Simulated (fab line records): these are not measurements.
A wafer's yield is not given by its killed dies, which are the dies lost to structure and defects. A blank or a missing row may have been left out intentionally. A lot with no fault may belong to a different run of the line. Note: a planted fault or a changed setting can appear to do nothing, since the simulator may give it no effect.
fab line records	flow berkeley_cmos170
record: lots: 14	wafers: 42	last_day: 12
route steps=331 shown NSD@196 BACKSIDE@202
lots that met no fault: from a run of the same line without faults
start_h: hours from the record's opening day to when the first of the lot's shown wafers began	wait_h: hours since the lot's step before	" as in the row above	L1.1+2: a single row standing in for several wafers	- value missing, or start not given	* or withheld: withheld	< > ~ a bound
route shown NAME@n: NAME is a module with steps in the file, n the number in the route of the first one	usual: average and standard deviation across the fault-free wafers	same: alike in all rows	chamber/n: place in a boat	sites: the reading at each site	_std_site: standard deviation across them	_edge_site: mean of outer sites minus mean of inner sites	radius_mm: for every site, how far away it sits from the centre of the wafer	mask NAME#n: copy n	behind: the last tool/chamber to shape the wafer	hold: reason for holding the lot/hours on hold/outcome of the hold	device: names the non-switching transistor (n, p or np)	end of line: tests run on the same wafers once the route is complete	a step with no rows: only its recipe	killed: not the wafer's yield, but the dies lost to structure and defects at the first sort	map: a wafer's dies, x killed, . not, _ none there
set.NAME: setting as actually run; set.NAME@STEP: the setting as run at that earlier step	model.NAME: the simulator's own value behind a step, which no gauge read
the route's steps for a sample of lots (tables are steps, rows are wafers)
services: from which hour (start_h, from the record's first day; less than 0 if before it) a tool's chamber was out of use, for how many hours, and why
== steps ==
step: UCB170_NSD_STRIP_09
recipe: chemistry: O2	power_w: 400	pressure_mtorr: 3500	platen_temp_c: withheld	o2_flow_sccm: 400	overash_fraction: 0.5
usual: chamber_pressure_mTorr: 3500.0/2.9	drypump_motor_current_A: 5.6/0.33	oes_product_au: 0.534/0.0048	strip_time_to_endpoint_s: 35.84/0.079
lot.wafer	tool	chamber	start_h	wait_h	chamber_pressure_mTorr	drypump_motor_current_A	oes_product_au	rf_hours_counter_h	strip_time_to_endpoint_s
L363.3	plasma_asher-03	0	136.08	0.1	3499.3	5.6	0.534	-	35.77
L363.4	"	1	"	"	3494.7	5.6	0.538	-	35.85
L363.5	"	0	"	"	3505.8	5.6	0.537	-	35.83
L362.1	plasma_asher-04	1	136.62	0.1	3501.0	6.2	0.527	39	35.94
L362.2	"	0	"	"	3500.9	5.3	0.530	39	35.88
L362.4	"	1	"	"	3502.2	6.2	0.531	-	35.96
L364.1	plasma_asher-02	1	138.99	0.1	3496.5	5.2	0.528	42	35.79
L364.3	"	1	"	"	3500.1	5.2	0.538	-	35.76
L364.4	"	0	"	"	3501.6	5.7	0.537	-	35.72
L365.1	plasma_asher-02	1	139.54	0.1	3498.0	5.2	0.537	43	35.87
L365.3	"	0	"	"	3499.3	5.7	0.536	-	35.80
L365.6	"	1	"	"	3499.1	5.2	0.541	-	35.81
L366.2	plasma_asher-04	1	150.48	0.1	-	-	-	-	-
L366.5	"	0	"	"	-	-	-	-	-
L366.6	"	1	"	"	-	-	-	-	-
L368.1	plasma_asher-03	0	150.72	0.1	-	-	-	-	-
L368.2	"	1	"	"	-	-	-	-	-
L368.5	"	1	"	"	-	-	-	-	-
L372.1	plasma_asher-02	1	181.95	0.1	3494.7	5.2	0.533	47	35.77
L372.3	"	0	"	"	3499.6	5.7	0.534	-	35.73
L372.5	"	1	"	"	3497.9	5.2	0.533	-	35.78
L378.2	plasma_asher-03	1	209.89	0.1	3501.4	5.6	0.530	46	35.76
L378.4	"	1	"	"	3505.3	5.6	0.531	-	35.70
L378.6	"	0	"	"	3501.0	5.6	0.533	-	35.70
L377.2	plasma_asher-02	0	210.57	0.1	3501.4	5.8	0.528	50	35.91
L377.4	"	1	"	"	3503.9	5.2	0.544	-	35.85
L377.6	"	1	"	"	3499.7	5.2	0.529	-	35.87
L380.3	plasma_asher-03	1	223.26	0.1	3497.3	5.5	0.530	-	35.84
L380.5	"	1	"	"	3499.6	5.6	0.533	-	35.85
L380.6	"	0	"	"	3499.7	5.6	0.528	-	35.79
L381.2	plasma_asher-04	0	233.53	0.1	3500.9	5.3	0.532	49	35.85
L381.4	"	1	"	"	3497.3	6.2	0.529	-	35.74
L381.6	"	0	"	"	3498.8	5.3	0.533	-	35.84
L382.1	plasma_asher-03	1	233.89	0.1	3501.9	5.5	0.530	48	35.79
L382.4	"	1	"	"	3503.8	5.5	0.531	-	35.88
L382.5	"	0	"	"	3504.8	5.6	0.533	-	35.88
L383.1	plasma_asher-04	1	237.52	0.1	3501.1	6.2	0.525	49	35.81
L383.3	"	0	"	"	3497.9	5.3	0.530	-	35.87
L383.5	"	1	"	"	3502.4	6.2	0.538	-	35.82
L385.2	plasma_asher-04	1	253.98	0.1	3494.6	6.2	0.533	51	35.83
L385.4	"	1	"	"	3502.3	6.2	0.544	-	35.87
L385.5	"	0	"	"	3503.5	5.3	0.534	-	35.84
step: UCB170_BACKSIDE_STRIP_03
recipe: chemistry: O2	power_w: 400	pressure_mtorr: 3500	platen_temp_c: withheld	o2_flow_sccm: 400	overash_fraction: 0.5
usual: chamber_pressure_mTorr: 3500/3.2	drypump_motor_current_A: 5.7/0.3	oes_product_au: 0.735/0.0045	strip_time_to_endpoint_s: 22.01/0.06
lot.wafer	tool	chamber	start_h	wait_h	chamber_pressure_mTorr	drypump_motor_current_A	oes_product_au	rf_hours_counter_h	strip_time_to_endpoint_s
L363.3	plasma_asher-04	0	137.22	0.1	3500	5.3	0.731	-	21.96
L363.4	"	1	"	"	3502	6.2	0.734	-	22.02
L363.5	"	0	"	"	3500	5.3	0.737	-	21.94
L362.1	plasma_asher-04	1	137.64	0.1	3494	6.2	0.739	39	22.07
L362.2	"	0	"	"	3494	5.3	0.735	39	22.10
L362.4	"	0	"	"	3505	5.3	0.739	-	22.09
L364.1	plasma_asher-04	1	139.78	0.1	3496	6.2	0.732	39	22.03
L364.3	"	0	"	"	3499	5.3	0.738	-	22.12
L364.4	"	1	"	"	3500	6.2	0.736	-	22.09
L365.1	plasma_asher-04	1	140.55	0.1	3504	6.2	0.729	40	22.02
L365.3	"	1	"	"	3496	6.2	0.734	-	22.00
L365.6	"	1	"	"	3498	6.2	0.730	-	22.04
L366.2	plasma_asher-01	1	151.30	0.1	3503	5.6	0.733	4	48.22
L366.5	"	1	"	"	3507	5.6	0.741	-	48.23
L366.6	"	0	"	"	3502	5.7	0.741	-	48.19
L368.1	plasma_asher-03	0	151.71	0.1	3494	5.6	0.741	40	48.37
L368.2	"	1	"	"	3500	5.6	0.736	40	48.34
L368.5	"	0	"	"	3500	5.6	0.732	-	48.33
L372.1	plasma_asher-01	0	182.85	0.1	3503	5.6	0.732	8	21.96
L372.3	"	1	"	"	3498	5.6	0.732	-	21.94
L372.5	"	0	"	"	3497	5.6	0.736	-	21.91
L378.2	plasma_asher-03	1	210.92	0.1	3497	5.6	0.738	46	21.99
L378.4	"	1	"	"	3500	5.6	0.736	-	21.96
L378.6	"	1	"	"	3503	5.5	0.738	-	22.06
L377.2	plasma_asher-01	1	211.55	0.1	3495	5.6	0.731	11	22.02
L377.4	"	1	"	"	3500	5.6	0.737	-	22.03
L377.6	"	0	"	"	3499	5.6	0.732	-	22.07
L380.3	plasma_asher-03	0	224.05	0.1	3502	5.6	0.737	-	22.05
L380.5	"	0	"	"	3500	5.6	0.738	-	21.98
L380.6	"	1	"	"	3499	5.5	0.735	-	22.03
L381.2	plasma_asher-01	1	234.32	0.1	3498	5.6	0.736	14	21.92
L381.4	"	0	"	"	3497	5.6	0.737	-	21.92
L381.6	"	1	"	"	3505	5.6	0.734	-	22.01
L382.1	plasma_asher-04	0	234.77	0.1	3498	5.3	0.739	49	22.01
L382.4	"	0	"	"	3500	5.3	0.728	-	22.01
L382.5	"	1	"	"	3504	6.2	0.724	-	21.98
L383.1	plasma_asher-03	0	238.31	0.1	3500	5.6	0.734	49	21.98
L383.3	"	0	"	"	3498	5.6	0.736	-	22.03
L383.5	"	1	"	"	3495	5.5	0.743	-	22.00
L385.2	plasma_asher-04	0	255.03	0.1	3500	5.3	0.743	51	22.07
L385.4	"	1	"	"	3504	6.2	0.726	-	22.13
L385.5	"	0	"	"	3496	5.3	0.735	-	22.06
== services ==
tool	chamber	start_h	hours	kind
plasma_asher-01	0	117.75	-	clean
plasma_asher-01	1	117.75	-	clean
plasma_asher-02	-	143.11	0.6	repair
plasma_asher-04	-	188.00	1.8	repair
== key ==
first_sign: step: UCB170_NSD_STRIP_09	reading: tool_record	direction: missing
effect: step: UCB170_BACKSIDE_STRIP_03	reading: strip_time_to_endpoint_s	direction: up	sigmas: 99+	usual: *	struck: *
met_at UCB170_NSD_STRIP_09
struck_lots L366,L368
tester_left_out L366,L368
onset_between 136.62 150.48
fault: kind: skipped_step_whole	tool: plasma_asher-03,plasma_asher-04	chamber: -	onset_h: 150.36	steps: UCB170_NSD_STRIP_09	scope: struck_lots_only
tester_left_out: of these lots the tester's yield and bins aren't shown, on N5 and GAA mostly nor the transistor test; their killed dies are dies lost to structure and defects alone, not to doping, threshold or leakage, so they don't give the yield
